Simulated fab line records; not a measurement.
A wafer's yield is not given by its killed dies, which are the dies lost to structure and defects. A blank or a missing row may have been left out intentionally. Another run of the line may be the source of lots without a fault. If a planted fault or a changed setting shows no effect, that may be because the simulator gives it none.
fab line records | flow berkeley_cmos170
record: lots: 6 | wafers: 18 | last_day: 11
route steps=331 shown NWELL@15
lots that met no fault: from a run of the same line without faults
start_h: the number of hours between the record's first day and the start of the first shown wafer of the lot | wait_h: hours since the lot's step before | " unchanged from the row above | L1.1+2: several wafers, shown together as one row | - no value, or no start was given | * or withheld: withheld | < > ~ a bound
route shown NAME@n: NAME is a module with steps in the file, n the number in the route of the first one | usual: mean/standard deviation taken from wafers without a fault | same: alike in all rows | chamber/n: place in a boat | sites: readings site by site | _std_site: standard deviation of those values | _edge_site: inner sites' mean taken away from outer sites' mean | radius_mm: for every site, how far away it sits from the centre of the wafer | mask NAME#n: copy n | behind: tool/chamber where the wafer was last shaped | hold: why the lot was held/for how many hours/how that ended | device: names the non-switching transistor (n, p or np) | end of line: at the end of the route, the tests of the same wafers | a step given without rows: its recipe and nothing more | killed: the dies lost at the first sort to structure and to defects; this is not the yield of the wafer | map: a wafer's dies, marking killed ones x, the rest . and places with no die _
set.NAME: the setting the step ran with; set.NAME@STEP: the setting that earlier step ran with | model.NAME: the simulator's own value behind a step, which no gauge read
lots seen at some steps along the route; tables by step, rows by wafer
services: when a tool's chamber went out of use (start_h, in hours from the record's first day, below 0 if earlier), for how many hours, and the reason
== steps ==
step: UCB170_NWELL_OXIDATION_01
recipe: temp_c: 1000 | ambient: O2 | target_thk_a: 264 | ox_time_s: 1260
step: UCB170_NWELL_THK_MEAS_02
recipe: reads: SiO2_of_NWELL_OXIDATION_01
usual: NWELL_OXIDE_THK: 26.2/0.55
lot.wafer | tool          | chamber | start_h | wait_h | NWELL_OXIDE_THK[nm]
L753.1    | film_metro-01 | -       | 44.75   | 0.0    | 26.5
L753.2    | "             | -       | "       | "      | 27.0
L753.6    | "             | -       | "       | "      | 26.6
L755.1    | film_metro-01 | -       | 56.27   | 0.0    | 25.8
L755.3    | "             | -       | "       | "      | 25.0
L755.4    | "             | -       | "       | "      | 25.5
L758.1    | film_metro-01 | -       | 67.65   | 0.0    | 26.0
L758.2    | "             | -       | "       | "      | 26.1
L758.3    | "             | -       | "       | "      | 25.9
L762.1    | film_metro-03 | -       | 88.89   | 0.0    | 25.6
L762.4    | "             | -       | "       | "      | 26.3
L762.6    | "             | -       | "       | "      | 25.5
L767.1    | film_metro-01 | -       | 114.52  | 0.0    | 26.0
L767.3    | "             | -       | "       | "      | 26.3
L767.5    | "             | -       | "       | "      | 25.9
L770.3    | film_metro-01 | -       | 127.38  | 0.0    | 26.9
L770.4    | "             | -       | "       | "      | 26.2
L770.6    | "             | -       | "       | "      | 26.0
step: UCB170_NWELL_ANNEAL_03
recipe: temp_c: 1000 | time_s: 900 | ambient: N2
step: UCB170_NWELL_CVD_04
recipe: material: Si3N4 | target_thk_nm: 224 | temp_c: 800 | precursor: SiH2Cl2/NH3 | time_s: 3360 | pressure_mtorr: 200 | sih2cl2_flow_sccm: 25 | nh3_flow_sccm: 75
step: UCB170_NWELL_THK_MEAS_05
recipe: reads: Si3N4_of_NWELL_CVD_04
usual: NWELL_NITRIDE_THK: 224.0/2.6
lot.wafer | tool          | chamber | start_h | wait_h | NWELL_NITRIDE_THK[nm]
L753.1    | film_metro-04 | -       | 48.35   | 0.0    | 228.8
L753.2    | "             | -       | "       | "      | 227.2
L753.6    | "             | -       | "       | "      | 228.0
L755.1    | film_metro-04 | -       | 61.18   | 0.0    | 225.2
L755.3    | "             | -       | "       | "      | 225.3
L755.4    | "             | -       | "       | "      | 225.5
L758.1    | film_metro-01 | -       | 75.22   | 0.0    | 223.4
L758.2    | "             | -       | "       | "      | 224.1
L758.3    | "             | -       | "       | "      | 225.1
L762.1    | film_metro-03 | -       | 94.71   | 0.0    | 219.3
L762.4    | "             | -       | "       | "      | 220.1
L762.6    | "             | -       | "       | "      | 218.3
L767.1    | film_metro-01 | -       | 120.12  | 0.0    | 224.0
L767.3    | "             | -       | "       | "      | 225.5
L767.5    | "             | -       | "       | "      | 225.6
L770.3    | film_metro-01 | -       | 137.36  | 0.0    | 224.0
L770.4    | "             | -       | "       | "      | 223.3
L770.6    | "             | -       | "       | "      | 223.5
step: UCB170_NWELL_HMDS_06
recipe: prime_time_s: 60 | prime_temp_c: 100
step: UCB170_NWELL_COAT_07
recipe: resist: KrF | spin_rpm: 1500 | resist_thk_nm: 900
step: UCB170_NWELL_SOFTBAKE_08
recipe: resist: KrF | temp_c: 130 | time_s: 60
step: UCB170_NWELL_EXPOSE_09
recipe: mask_id: NWELL | target_cd_nm: 3000 | na: 0.5 | sigma_outer: 0.6 | source_shape: conventional | dose_mj: 25
step: UCB170_NWELL_PEB_10
recipe: peb_temp_c: 130 | peb_time_s: withheld | resist: KrF
step: UCB170_NWELL_DEVELOP_11
recipe: developer: TMAH | develop_time_s: 45 | resist: KrF | dev_temp_c: 21
step: UCB170_NWELL_OVL_MEAS_12
usual: NWELL_OVL: -3/5.5
lot.wafer | tool       | chamber | start_h | wait_h | NWELL_OVL[nm]
L753.1    | overlay-02 | -       | 49.49   | -      | -8
L753.2    | "          | -       | "       | "      | -4
L753.6    | "          | -       | "       | "      | 5
L755.1    | overlay-01 | -       | 62.33   | -      | 3
L755.3    | "          | -       | "       | "      | 2
L755.4    | "          | -       | "       | "      | -2
L758.1    | overlay-02 | -       | 76.17   | -      | -3
L758.2    | "          | -       | "       | "      | 5
L758.3    | "          | -       | "       | "      | -2
L762.1    | overlay-01 | -       | 95.73   | -      | -9
L762.4    | "          | -       | "       | "      | -4
L762.6    | "          | -       | "       | "      | -10
L767.1    | overlay-02 | -       | 121.45  | -      | -3
L767.3    | "          | -       | "       | "      | -7
L767.5    | "          | -       | "       | "      | -5
L770.3    | overlay-02 | -       | 138.58  | -      | -10
L770.4    | "          | -       | "       | "      | -5
L770.6    | "          | -       | "       | "      | -1
step: UCB170_NWELL_ETCH_13
recipe: chemistry: CH3F/Ar/O2 | target: Si3N4 | stop_on: SiO2 | CH3F_flow_sccm: 20 | Ar_flow_sccm: 50 | O2_flow_sccm: 7 | pressure_mtorr: 50 | rf_w: 450 | target_depth_a: 2464 | over_etch_frac: 0.1 | time_s: 154
usual: O2_flow_sccm: 7.000/0.02 | drypump_motor_current_A: 5.5/0.51 | oes_product_au: 0.945/0.016 | rf_fwd_power_W: 448.0/1.5 | throttle_valve_pct: 8.05/0.094
lot.wafer | tool        | chamber | start_h | wait_h | O2_flow_sccm | drypump_motor_current_A | oes_product_au | rf_fwd_power_W | rf_hours_counter_h | throttle_valve_pct | model.KrF_of_NWELL_COAT_07.thk_nm | model.etch.depth_nm
L753.1    | rie_diel-02 | 0       | 49.53   | 0.0    | 6.995        | 5.3                     | 0.950          | 445.9          | 89                 | 8.11               | 725.6                             | 228.9
L753.2    | "           | 2       | "       | "      | 6.991        | 5.5                     | 0.977          | 450.0          | 144                | 8.02               | 725.8                             | 227.2
L753.6    | "           | 2       | "       | "      | 6.976        | 5.5                     | 0.982          | 447.2          | -                  | 8.03               | 729.3                             | 228.2
L755.1    | rie_diel-01 | 2       | 62.36   | 0.0    | 6.987        | 6.5                     | 0.941          | 450.1          | 25                 | 7.98               | 720.5                             | 225.3
L755.3    | "           | 0       | "       | "      | 6.971        | 5.2                     | 0.944          | 449.2          | 111                | 8.06               | 719                               | 225.2
L755.4    | "           | 3       | "       | "      | 7.004        | 6.0                     | 0.957          | 449.9          | 115                | 8.02               | 717.8                             | 225.5
L758.1    | rie_diel-01 | 2       | 76.20   | 0.0    | 6.994        | 6.5                     | 0.852          | 268.0          | 25                 | 7.96               | 758.2                             | 188.7
L758.2    | "           | 3       | "       | "      | 7.000        | 6.0                     | 0.881          | 268.5          | 115                | 8.00               | 756.4                             | 194.7
L758.3    | "           | 1       | "       | "      | 6.996        | 5.3                     | 0.874          | 266.8          | 30                 | 8.04               | 755.4                             | 194.5
L762.1    | rie_diel-01 | 3       | 95.77   | 0.0    | 7.026        | 6.0                     | 0.859          | 268.4          | 116                | 8.00               | 761.5                             | 189.3
L762.4    | "           | 0       | "       | "      | 7.003        | 5.2                     | 0.855          | 266.7          | 113                | 8.04               | 757.7                             | 190.4
L762.6    | "           | 3       | "       | "      | 7.021        | 6.0                     | 0.868          | 269.5          | -                  | 8.02               | 757.4                             | 191.2
L767.1    | rie_diel-02 | 1       | 121.49  | 0.0    | 6.971        | 6.4                     | 0.932          | 448.2          | 41                 | 8.16               | 721.7                             | 223.8
L767.3    | "           | 2       | "       | "      | 7.017        | 5.5                     | 0.972          | 449.1          | 148                | 8.03               | 726.2                             | 225.4
L767.5    | "           | 1       | "       | "      | 6.989        | 6.4                     | 0.949          | 447.0          | -                  | 8.14               | 720.6                             | 225.6
L770.3    | rie_diel-03 | 3       | 138.61  | 0.0    | 7.005        | 5.2                     | 0.968          | 447.3          | 17                 | 8.29               | 718.3                             | 224.1
L770.4    | "           | 2       | "       | "      | 6.961        | 4.8                     | 0.928          | 447.2          | 47                 | 8.02               | 719.5                             | 223.3
L770.6    | "           | 1       | "       | "      | 7.000        | 5.7                     | 0.932          | 448.9          | -                  | 7.93               | 718.2                             | 223.4
step: UCB170_NWELL_IMPLANT_14
recipe: species: P | dose_cm2: 1e+13 | energy_kev: 150 | tilt_deg: 7
step: UCB170_NWELL_STRIP_15
recipe: chemistry: O2 | power_w: 400 | pressure_mtorr: 3500 | platen_temp_c: withheld | o2_flow_sccm: 400 | overash_fraction: 0.5
usual: drypump_motor_current_A: 6.1/0.4 | oes_product_au: 0.721/0.0045 | strip_time_to_endpoint_s: 18.01/0.078
lot.wafer | tool            | chamber | start_h | wait_h | drypump_motor_current_A | oes_product_au | rf_hours_counter_h | strip_time_to_endpoint_s
L753.1    | plasma_asher-02 | 0       | 49.78   | 0.1    | 5.8                     | 0.720          | 32                 | 18.11
L753.2    | "               | 1       | "       | "      | 6.6                     | 0.725          | 32                 | 18.11
L753.6    | "               | 1       | "       | "      | 6.6                     | 0.732          | -                  | 18.21
L755.1    | plasma_asher-01 | 1       | 62.61   | 0.1    | 6.0                     | 0.724          | 36                 | 18.00
L755.3    | "               | 1       | "       | "      | 6.0                     | 0.723          | -                  | 17.95
L755.4    | "               | 0       | "       | "      | 6.3                     | 0.735          | -                  | 17.93
L758.1    | plasma_asher-02 | 0       | 76.46   | 0.1    | 5.9                     | 0.725          | 35                 | 18.88
L758.2    | "               | 1       | "       | "      | 6.6                     | 0.715          | 35                 | 18.84
L758.3    | "               | 0       | "       | "      | 5.9                     | 0.717          | -                  | 18.84
L762.1    | plasma_asher-02 | 0       | 96.02   | 0.1    | 5.9                     | 0.725          | 37                 | 19.00
L762.4    | "               | 1       | "       | "      | 6.6                     | 0.718          | -                  | 18.89
L762.6    | "               | 0       | "       | "      | 5.9                     | 0.723          | -                  | 18.87
L767.1    | plasma_asher-02 | 1       | 121.74  | 0.1    | 6.6                     | 0.723          | 40                 | 18.01
L767.3    | "               | 0       | "       | "      | 5.9                     | 0.726          | -                  | 18.14
L767.5    | "               | 0       | "       | "      | 5.9                     | 0.726          | -                  | 18.01
L770.3    | plasma_asher-01 | 0       | 138.89  | 0.1    | 6.3                     | 0.724          | -                  | 17.93
L770.4    | "               | 1       | "       | "      | 6.0                     | 0.716          | -                  | 17.97
L770.6    | "               | 0       | "       | "      | 6.3                     | 0.721          | -                  | 17.95
step: UCB170_NWELL_TW_MEAS_16
usual: NWELL_TW: 1245/15
lot.wafer | tool          | chamber | start_h | wait_h | NWELL_TW
L753.1    | film_metro-03 | -       | 49.88   | 0.1    | 1230
L753.2    | "             | -       | "       | "      | 1225
L753.6    | "             | -       | "       | "      | 1231
L755.1    | film_metro-04 | -       | 62.71   | 0.1    | 1256
L755.3    | "             | -       | "       | "      | 1259
L755.4    | "             | -       | "       | "      | 1256
L758.1    | film_metro-04 | -       | 76.56   | 0.1    | 1266
L758.2    | "             | -       | "       | "      | 1263
L758.3    | "             | -       | "       | "      | 1257
L762.1    | film_metro-01 | -       | 96.12   | 0.1    | 1232
L762.4    | "             | -       | "       | "      | 1232
L762.6    | "             | -       | "       | "      | 1234
L767.1    | film_metro-01 | -       | 121.84  | 0.1    | 1235
L767.3    | "             | -       | "       | "      | 1235
L767.5    | "             | -       | "       | "      | 1237
L770.3    | film_metro-01 | -       | 138.98  | 0.1    | 1235
L770.4    | "             | -       | "       | "      | 1236
L770.6    | "             | -       | "       | "      | 1236
== services ==
tool            | chamber | start_h | hours | kind
rie_diel-02     | 2       | 31.62   | 4.7   | repair
rie_diel-02     | 3       | 35.44   | 1.7   | repair
rie_diel-02     | 3       | 56.25   | 3.9   | repair
rie_diel-03     | 2       | 71.42   | 2.0   | repair
rie_diel-01     | 0       | 83.34   | 1.3   | repair
rie_diel-02     | 1       | 96.92   | 7.6   | repair
rie_diel-02     | 0       | 103.72  | 20.2  | repair
rie_diel-01     | 2       | 119.27  | 7.8   | repair
plasma_asher-01 | -       | 126.32  | 7.1   | repair
== key ==
first_sign: step: UCB170_NWELL_ETCH_13 | reading: rf_fwd_power_W | direction: down | sigmas: 99+ | usual: 448.0 | struck: 268.0
effect: step: UCB170_NWELL_ETCH_13 | reading: oes_product_au | direction: down | sigmas: 5.1 | usual: 0.945 | struck: 0.865
effect: step: UCB170_NWELL_STRIP_15 | reading: strip_time_to_endpoint_s | direction: up | sigmas: 11 | usual: * | struck: *
model_effect: step: UCB170_NWELL_ETCH_13 | value: KrF_of_NWELL_COAT_07.thk_nm | without: 720.6 | struck: 757.8
met_at UCB170_NWELL_ETCH_13
struck_wafers L758.1,L758.2,L758.3,L762.1,L762.4,L762.6
later_rows_left_out L758.1,L758.2,L758.3,L762.1,L762.4,L762.6
sort_left_out L758.1,L758.2,L758.3,L762.1,L762.4,L762.6
tester_left_out L758,L762
onset_between 62.36 76.20
fault: kind: process_parameter_drift | tool: rie_diel-01 | chamber: - | onset_h: 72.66 | steps: UCB170_NWELL_ETCH_13 | channel: rf_w | offset: -180 | shape: step | end_h: 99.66 | acts_in: these_recipes_only | stated: 450
tester_left_out: of these lots the tester's yield and bins aren't shown, on N5 and GAA mostly nor the transistor test; their killed dies are dies lost to structure and defects alone, not to doping, threshold or leakage, so they don't give the yield
sort_left_out: the simulated sort isn't trusted on such a fault, so these wafers' sort isn't shown, and their yield isn't known
later_rows_left_out: the simulator's readings of these wafers behind a module that went badly wrong aren't trusted and aren't shown, but for the sort
